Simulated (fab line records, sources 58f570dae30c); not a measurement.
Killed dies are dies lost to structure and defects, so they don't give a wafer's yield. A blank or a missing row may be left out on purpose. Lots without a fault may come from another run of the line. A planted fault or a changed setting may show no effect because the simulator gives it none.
Which tool did it? | flow berkeley_cmos170 | 15 lots, 45 wafers sampled, at 2 steps of a route of 331

WHAT THE GAUGES READ, wafer by wafer
UCB170_CONTACT_THK_MEAS_02.
lot  | measured     | on            | CONTACT_PSG_THK (nm)
L711 | day 8 18:20  | film_metro-03 | 684 679 687
L712 | day 8 18:55  | film_metro-01 | 674 676 671
L714 | day 9 03:46  | film_metro-04 | 685 685 680
L713 | day 9 03:57  | film_metro-01 | 688 681 691
L715 | day 9 05:32  | film_metro-03 | 682 684 684
L717 | day 9 15:05  | film_metro-04 | 689 685 686
L718 | day 9 15:29  | film_metro-03 | 671 674 675
L720 | day 10 06:17 | film_metro-01 | 781 781 781 782 781 781
L719 | day 10 08:04 | film_metro-01 | 788 783 790 788 784 790
L721 | day 10 08:05 | film_metro-04 | 784 779 780 784 779 781
L722 | day 10 20:24 | film_metro-01 | 796 792 792 796 791 792
L729 | day 12 00:26 | film_metro-04 | 696 694 695
L731 | day 12 12:23 | film_metro-04 | 687 694 687
L733 | day 12 23:19 | film_metro-04 | 684 681 678
L734 | day 13 12:12 | film_metro-04 | 682 671 679

WHICH TOOL RAN EACH LOT (tool, then ch and the chambers of the sampled wafers, then the start)
lot  | UCB170_CONTACT_CVD_01
L711 | lpcvd-01 ch 1, day 8 15:38
L712 | lpcvd-02 ch 0, day 8 17:08
L714 | lpcvd-01 ch 1, day 9 01:59
L713 | lpcvd-02 ch 1, day 9 02:10
L715 | lpcvd-01 ch 0, day 9 03:46
L717 | lpcvd-02 ch 0, day 9 13:17
L718 | lpcvd-01 ch 1, day 9 13:42
L720 | lpcvd-01 ch 0, day 10 04:30
L719 | lpcvd-01 ch 0, day 10 06:17
L721 | lpcvd-01 ch 0, day 10 06:17
L722 | lpcvd-01 ch 1, day 10 18:37
L729 | lpcvd-02 ch 1, day 11 22:40
L731 | lpcvd-02 ch 1, day 12 10:36
L733 | lpcvd-02 ch 1, day 12 21:30
L734 | lpcvd-02 ch 1, day 13 10:25
- UCB170_CONTACT_CVD_01: deposits PSG from SiH4/O2/PH3, target thk 700 nm, time 2754 s.

WHAT THE TOOLS THEMSELVES READ (means of the sampled wafers that have a number; where no wafer has one, the mark that the record gives instead)
UCB170_CONTACT_CVD_01.
lot  | tool     | spike_tc_centre_C (C)
L711 | lpcvd-01 | 451.6
L712 | lpcvd-02 | 452.0
L714 | lpcvd-01 | 452.0
L713 | lpcvd-02 | 452.6
L715 | lpcvd-01 | 452.0
L717 | lpcvd-02 | 451.9
L718 | lpcvd-01 | 451.6
L720 | lpcvd-01 | 453.5
L719 | lpcvd-01 | 452.9
L721 | lpcvd-01 | 453.0
L722 | lpcvd-01 | 452.5
L729 | lpcvd-02 | 453.6
L731 | lpcvd-02 | 452.9
L733 | lpcvd-02 | 454.2
L734 | lpcvd-02 | 453.3

THE ANSWER, worked out from the rows above alone
Rule: what is usual is taken from the lots themselves. Put in order of their means at a reading, lots are off if they are a third of the lots or fewer, leave a main group of 4 or more, and stand apart from it by a gap of 3 or more times the standard deviation of the main group's means; of several such gaps the widest counts. A main group whose means are all the same, to the digits that the tables above print for the reading, isn't used. A lot without any number at a reading at which 4 lots or more have one is off too. The other lots that the step has rows for count as sound. The gauges are gone through in route order, then the tools' own readings, and for those a lot's mean is taken as printed above. The first step at which some lot is off is used, and at that step the reading that is off furthest; a lot without a number counts as furthest.
Off: L720, L719, L721, L722, at UCB170_CONTACT_THK_MEAS_02 (CONTACT_PSG_THK). The main group: mean 683 nm, standard deviation 6.2.
A tool fits if, at a process step before that reading, it ran every lot that is off, and no sound lot after the first of them. The gauges at UCB170_CONTACT_THK_MEAS_02 are tried like those tools. One fits: lpcvd-01 at UCB170_CONTACT_CVD_01. Its last sound lot is L718 (day 9 13:42), its first lot that is off L720 (day 10 04:30): a fault that began between those two fits.

WHAT THE SIMULATOR HAD PUT IN
Process parameter drift: lpcvd-01, from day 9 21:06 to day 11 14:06, at UCB170_CONTACT_CVD_01. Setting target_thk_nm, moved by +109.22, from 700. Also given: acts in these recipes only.
Lots struck among those shown: L720, L719, L721, L722. The rule above found the same.
